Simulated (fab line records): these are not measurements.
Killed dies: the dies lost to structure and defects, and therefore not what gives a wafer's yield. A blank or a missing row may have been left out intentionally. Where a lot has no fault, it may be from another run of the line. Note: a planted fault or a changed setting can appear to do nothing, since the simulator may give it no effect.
Which tool was responsible? || flow rit_cmos || 42 wafers from 14 lots sampled at 2 of the route's 202 steps

## WHAT EACH GAUGE READ, for each wafer
RIT_CONTACT_OVL_MEAS_09.
{"lot": "L228", "measured": "day 3 12:50", "on": "overlay-01", "CONTACT_OVL (nm)": "0.3 1.3 0.5"}
{"lot": "L231", "measured": "day 4 05:47", "on": "overlay-01", "CONTACT_OVL (nm)": "-0.9 -0.5 1.3"}
{"lot": "L233", "measured": "day 4 16:23", "on": "overlay-01", "CONTACT_OVL (nm)": "-1.2 -0.7 -0.2"}
{"lot": "L234", "measured": "day 4 19:56", "on": "overlay-02", "CONTACT_OVL (nm)": "0.0 -2.2 -0.9"}
{"lot": "L235", "measured": "day 5 01:37", "on": "overlay-02", "CONTACT_OVL (nm)": "-0.8 -3.3 -0.8"}
{"lot": "L237", "measured": "day 5 11:05", "on": "overlay-02", "CONTACT_OVL (nm)": "-0.9 -3.3 -2.2"}
{"lot": "L239", "measured": "day 5 18:11", "on": "overlay-02", "CONTACT_OVL (nm)": "1.1 1.1 0.7"}
{"lot": "L240", "measured": "day 5 22:16", "on": "overlay-01", "CONTACT_OVL (nm)": "3.2 2.3 1.3"}
{"lot": "L242", "measured": "day 6 09:54", "on": "overlay-01", "CONTACT_OVL (nm)": "-150.7 -152.2 -152.9"}
{"lot": "L245", "measured": "day 7 02:31", "on": "overlay-01", "CONTACT_OVL (nm)": "0.0 0.9 -0.2"}
{"lot": "L247", "measured": "day 7 09:26", "on": "overlay-02", "CONTACT_OVL (nm)": "-0.1 -0.7 1.6"}
{"lot": "L246", "measured": "day 7 09:53", "on": "overlay-01", "CONTACT_OVL (nm)": "-151.6 -150.6 -152.3"}
{"lot": "L248", "measured": "day 7 15:59", "on": "overlay-02", "CONTACT_OVL (nm)": "-0.1 -0.6 0.0"}
{"lot": "L249", "measured": "day 7 23:45", "on": "overlay-01", "CONTACT_OVL (nm)": "1.3 2.2 3.0"}

## TOOL THAT RAN EACH LOT (tool first, then ch and the chambers of the sampled wafers, then the start)
{"lot": "L228", "RIT_CONTACT_EXPOSE_05": "iline_stepper-02 ch 0, day 3 12:13"}
{"lot": "L231", "RIT_CONTACT_EXPOSE_05": "iline_stepper-02 ch 0, day 4 05:08"}
{"lot": "L233", "RIT_CONTACT_EXPOSE_05": "iline_stepper-02 ch 0, day 4 15:35"}
{"lot": "L234", "RIT_CONTACT_EXPOSE_05": "iline_stepper-02 ch 0, day 4 19:14"}
{"lot": "L235", "RIT_CONTACT_EXPOSE_05": "iline_stepper-02 ch 0, day 5 00:58"}
{"lot": "L237", "RIT_CONTACT_EXPOSE_05": "iline_stepper-01 ch 0, day 5 10:27"}
{"lot": "L239", "RIT_CONTACT_EXPOSE_05": "iline_stepper-02 ch 0, day 5 17:34"}
{"lot": "L240", "RIT_CONTACT_EXPOSE_05": "iline_stepper-02 ch 0, day 5 21:38"}
{"lot": "L242", "RIT_CONTACT_EXPOSE_05": "iline_stepper-01 ch 0, day 6 09:17"}
{"lot": "L245", "RIT_CONTACT_EXPOSE_05": "iline_stepper-02 ch 0, day 7 01:52"}
{"lot": "L247", "RIT_CONTACT_EXPOSE_05": "iline_stepper-02 ch 0, day 7 08:47"}
{"lot": "L246", "RIT_CONTACT_EXPOSE_05": "iline_stepper-01 ch 0, day 7 09:15"}
{"lot": "L248", "RIT_CONTACT_EXPOSE_05": "iline_stepper-02 ch 0, day 7 15:21"}
{"lot": "L249", "RIT_CONTACT_EXPOSE_05": "iline_stepper-02 ch 0, day 7 23:08"}
- RIT_CONTACT_EXPOSE_05: exposes mask M11, target cd 1000 nm.

## WHAT THE TOOLS THEMSELVES READ (means of the sampled wafers that have a number; where no wafer has one, the mark that the record gives instead)
RIT_CONTACT_EXPOSE_05.
{"lot": "L228", "tool": "iline_stepper-02", "stage_vel_mm_s (mm/s)": 499.56}
{"lot": "L231", "tool": "iline_stepper-02", "stage_vel_mm_s (mm/s)": 499.97}
{"lot": "L233", "tool": "iline_stepper-02", "stage_vel_mm_s (mm/s)": 499.97}
{"lot": "L234", "tool": "iline_stepper-02", "stage_vel_mm_s (mm/s)": 500.25}
{"lot": "L235", "tool": "iline_stepper-02", "stage_vel_mm_s (mm/s)": 500.32}
{"lot": "L237", "tool": "iline_stepper-01", "stage_vel_mm_s (mm/s)": 500.24}
{"lot": "L239", "tool": "iline_stepper-02", "stage_vel_mm_s (mm/s)": 500.28}
{"lot": "L240", "tool": "iline_stepper-02", "stage_vel_mm_s (mm/s)": 500.05}
{"lot": "L242", "tool": "iline_stepper-01", "stage_vel_mm_s (mm/s)": 500.11}
{"lot": "L245", "tool": "iline_stepper-02", "stage_vel_mm_s (mm/s)": 500.19}
{"lot": "L247", "tool": "iline_stepper-02", "stage_vel_mm_s (mm/s)": 500.13}
{"lot": "L246", "tool": "iline_stepper-01", "stage_vel_mm_s (mm/s)": 500.19}
{"lot": "L248", "tool": "iline_stepper-02", "stage_vel_mm_s (mm/s)": 500.06}
{"lot": "L249", "tool": "iline_stepper-02", "stage_vel_mm_s (mm/s)": 499.70}

## THE ANSWER, worked out from the rows above alone
Rule: what is usual is taken from the lots themselves. The widest of any qualifying gaps counts: lots, ordered by their means at a reading, are off when they make up no more than a third of the lots, leave a main group of 4 or more, and stand apart from it by 3 or more times the standard deviation of that group's means. The tables above print the reading to a certain number of digits; a main group whose means all agree to those digits is not used. Also off: a lot with no number at a reading for which 4 or more lots have one. Where the step has rows for the other lots, those lots are counted as sound. After the gauges, taken in route order, come the tools' own readings; for these a lot's mean is taken, as printed above. The first step at which some lot is off is used, and at that step the reading that is off furthest; a lot without a number counts as furthest.
Off: L242, L246, at RIT_CONTACT_OVL_MEAS_09 (CONTACT_OVL). For the main group the mean is 0.1 nm and the standard deviation 1.3.
If a tool, at a process step before that reading, ran all the lots that are off and no sound lot after the first of them, it fits. Those tools and the gauges at RIT_CONTACT_OVL_MEAS_09 are tried in the same way. One candidate fits, namely iline_stepper-01 at RIT_CONTACT_EXPOSE_05. Its last sound lot is L237 (day 5 10:27), its first lot that is off L242 (day 6 09:17): a fault that began between those two fits.

## WHAT THE SIMULATOR HAD INSERTED
Scanner matching overlay: iline_stepper-01, from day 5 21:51 on, at RIT_CONTACT_EXPOSE_05. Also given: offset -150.
Struck lots among those shown: L242, L246. The same result came from the rule above.
